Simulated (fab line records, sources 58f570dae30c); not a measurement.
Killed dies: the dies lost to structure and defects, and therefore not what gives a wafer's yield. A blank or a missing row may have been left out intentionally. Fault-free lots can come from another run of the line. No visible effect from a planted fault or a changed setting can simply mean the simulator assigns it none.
Code-filled problem report in 8D (eight disciplines) form + flow berkeley cmos170 + the parts of the form that need people (team, actions taken, sign-off) are left out

== 1. WHAT IS WRONG ==
At UCB170_M3_ETCH_17, oes product au averages 0.766 a.u. over 6 wafers from 2 lots, while fault-free wafers read 1.003 a.u., standard deviation 0.019. Relative to the usual mean, that is a shift of -12 standard deviations.
The step: etches BARC in N2/H2.
Seen first at day 10 16:40 on rie diel-04, wafer L273.2. Wafers with a number at this step in the record: 42, from 14 lots. By rule, "out" or "out of limits" means more than 4 standard deviations away from the usual mean. The other wafers with a number count as sound.

== 2. WHAT IT IS, WHAT IT ISN'T ==
| question                    | is                     | is not                                                                                                   |
|-----------------------------|------------------------|----------------------------------------------------------------------------------------------------------|
| which readings at this step | oes product au         | drypump motor current A, throttle valve pct                                                              |
| which lots                  | L273, L279             | L268, L269, L270, L271, L272, L274, L275, L287, L288, L289, L290, L291                                   |
| which wafers of those lots  | all that have a number | -                                                                                                        |
| read on which tools         | rie diel-04            | rie diel-01, rie diel-02                                                                                 |
| when                        | from day 10 16:40      | up to then (15 sound wafers); but 21 sound wafers of L274, L275, L287, L288, L289, L290, L291 came after |

== 3. SUSPECTS, AND WHAT RULES EACH OUT ==
Counting: a tool at any process step up to the reading remains a suspect when it ran all the lots that are out and ran no sound lot after the first of those.
- rie diel-04 at UCB170_M3_ETCH_17 (etches BARC in N2/H2): ruled out as a lasting fault. Sound lots L291 ran on it after its first lot that is out, L273 (day 10 16:40).
Left after counting: nothing in the record.

== 4. THE CAUSE (what the simulator had put in) ==
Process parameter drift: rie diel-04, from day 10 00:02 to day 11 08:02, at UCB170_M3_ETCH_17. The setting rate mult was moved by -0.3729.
Counting ruled it out, wrongly.

== 5. THE EFFECT CHAIN, in route order ==
One row per reading whose mean, taken over the struck wafers that have a number, lies over 3 standard deviations from the usual. Scope: only readings with a usual standard deviation given in the record; hours: median across lots of the time from each lot's start at the first step in this table that gives one to its start at this step; sigmas: change in usual standard deviations.
| hours | step              | reading        | usual      | on struck wafers | change | sigmas |
|-------|-------------------|----------------|------------|------------------|--------|--------|
| 0     | UCB170_M3_ETCH_17 | oes product au | 1.003 a.u. | 0.766            | -0.237 | -12    |
The process steps in it:
- UCB170_M3_ETCH_17: etches BARC in N2/H2.
At these later measuring or inspecting steps, every struck wafer for which the step has a row has a number for every such reading, and none has moved that far: UCB170_M3_CD_MEAS_90.

== 6. WHAT WOULD HAVE CAUGHT IT SOONER ==
17 hours passed between the start of the fault at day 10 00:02 and the first reading out of limits in this record, taken at day 10 16:40.
